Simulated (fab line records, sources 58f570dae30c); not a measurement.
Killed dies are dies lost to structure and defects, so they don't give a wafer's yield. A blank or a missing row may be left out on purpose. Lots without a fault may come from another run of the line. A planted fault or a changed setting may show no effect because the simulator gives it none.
Which tool did it? | flow berkeley_cmos170 | 15 lots, 45 wafers sampled, at 2 steps of a route of 331

WHAT THE GAUGES READ, wafer by wafer
UCB170_M1_CD_MEAS_09: target cd 700 nm. Usual: cd_nm 700.1 nm, standard deviation 1.3.
lot  | measured     | on        | cd_nm (nm)        | flag
L246 | day 8 19:13  | cd_sem-01 | 699.1 699.8 700.2 |
L245 | day 8 19:21  | cd_sem-02 | 699.7 699.2 700.8 |
L247 | day 9 01:35  | cd_sem-02 | 702.5 702.3 702.2 |
L248 | day 9 09:04  | cd_sem-01 | 698.9 701.3 699.7 |
L250 | day 9 09:16  | cd_sem-02 | 699.2 699.8 699.6 |
L251 | day 9 11:01  | cd_sem-02 | 699.4 700.2 701.4 |
L252 | day 9 22:00  | cd_sem-02 | 700.2 700.6 702.2 |
L253 | day 10 01:17 | cd_sem-02 | 697.8 698.1 697.0 |
L254 | day 10 01:32 | cd_sem-01 | 700.1 701.4 700.5 |
L257 | day 10 22:38 | cd_sem-01 | 700.8 700.0 699.8 |
L260 | day 11 07:20 | cd_sem-02 | 697.7 698.7 698.8 |
L259 | day 11 07:35 | cd_sem-02 | 700.8 700.8 701.1 |
L265 | day 12 02:04 | cd_sem-02 | 700.1 699.9 699.8 |
L266 | day 13 01:19 | cd_sem-01 | 700.7 699.9 699.8 |
L267 | day 13 11:02 | cd_sem-02 | 702.1 699.1 698.9 |

UCB170_V1_BOW_MEAS_03. Usual: V1_BOW 18 um, standard deviation 6.8.
lot  | measured     | on            | V1_BOW (um) | flag
L246 | day 8 21:37  | film_metro-03 | 32 19 22    |
L245 | day 8 22:57  | film_metro-04 | 13 20 12    |
L247 | day 9 03:59  | film_metro-01 | 9 13 20     |
L248 | day 9 11:28  | film_metro-01 | 20 12 10    |
L250 | day 9 12:44  | film_metro-01 | 14 21 19    |
L251 | day 9 14:08  | film_metro-04 | 13 21 19    |
L252 | day 10 00:32 | film_metro-03 | 18 -1 16    |
L253 | day 10 03:49 | film_metro-01 | 11 24 15    |
L254 | day 10 05:07 | film_metro-03 | 14 22 15    |
L257 | day 11 02:10 | film_metro-03 | 22 6 21     |
L260 | day 11 09:47 | film_metro-04 | 9 25 13     |
L259 | day 11 11:07 | film_metro-01 | 25 29 17    |
L265 | day 12 05:10 | film_metro-04 | 10 18 25    |
L266 | day 13 03:43 | film_metro-01 | 10 33 3     |
L267 | day 13 14:25 | film_metro-01 | 28 27 17    |

WHICH TOOL RAN EACH LOT (tool, then ch and the chambers of the sampled wafers, then the start)
The record holds no process step before these readings.

WHAT THE TOOLS THEMSELVES READ (means of the sampled wafers that have a number; where no wafer has one, the mark that the record gives instead)
The record holds no such reading with a usual standard deviation.

THE ANSWER, worked out from the rows above alone
Rule: a lot is off if the mean of its wafers that have a number lies more than 3 standard deviations from the usual mean. A lot without any number at a reading at which 4 lots or more have one is off too. The other lots that the step has rows for count as sound. The gauges are gone through in route order, then the tools' own readings, and for those a lot's mean is taken as printed above. The first step at which some lot is off is used, and at that step the reading that is off furthest; a lot without a number counts as furthest.
No lot is off at any reading shown: from this, nothing can be told.

WHAT THE SIMULATOR HAD PUT IN
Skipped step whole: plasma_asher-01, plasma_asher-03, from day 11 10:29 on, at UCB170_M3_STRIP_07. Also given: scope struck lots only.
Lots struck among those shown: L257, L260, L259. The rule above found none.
